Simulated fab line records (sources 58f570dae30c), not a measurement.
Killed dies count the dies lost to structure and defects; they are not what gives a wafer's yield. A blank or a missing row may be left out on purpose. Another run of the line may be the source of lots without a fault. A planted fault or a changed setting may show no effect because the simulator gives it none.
Which tool is to blame? :: flow berkeley-cmos170 :: at 1 step of a route of 331, 6 lots with 18 wafers sampled

## WHAT EACH GAUGE READ, for each wafer
UCB170_PSD_TW_MEAS_10.
lot: L976
measured: day 8 02:11
on: film-metro-04
PSD_TW: 2358 2347 2348

lot: L984
measured: day 9 03:09
on: film-metro-03
PSD_TW: 2381 2373 2374

lot: L987
measured: day 9 12:22
on: film-metro-04
PSD_TW: 2345 2344 2348

lot: L992
measured: day 10 21:59
on: film-metro-04
PSD_TW: 2330 2329 2317

lot: L995
measured: day 11 18:23
on: film-metro-03
PSD_TW: 2378 2380 2361

lot: L998
measured: day 12 04:12
on: film-metro-04
PSD_TW: 2351 2333 2345

## TOOL THAT RAN EACH LOT (tool first, then ch and the chambers of the sampled wafers, then the start)
No process step before these readings appears in the record.

## THE ANSWER, worked out from the rows above alone
Rule: usual is defined by the lots themselves. The widest of any qualifying gaps counts: lots, ordered by their means at a reading, are off when they make up no more than a third of the lots, leave a main group of 4 or more, and stand apart from it by 3 or more times the standard deviation of that group's means. A main group is skipped when, at the precision printed for the reading in the tables above, its means are all equal. A lot without any number at a reading at which 4 lots or more have one is off too. Where the step has rows for the other lots, those lots are counted as sound.
Nothing can be told from this: no lot is off at any reading shown.

## WHAT HAD BEEN PUT IN BY THE SIMULATOR
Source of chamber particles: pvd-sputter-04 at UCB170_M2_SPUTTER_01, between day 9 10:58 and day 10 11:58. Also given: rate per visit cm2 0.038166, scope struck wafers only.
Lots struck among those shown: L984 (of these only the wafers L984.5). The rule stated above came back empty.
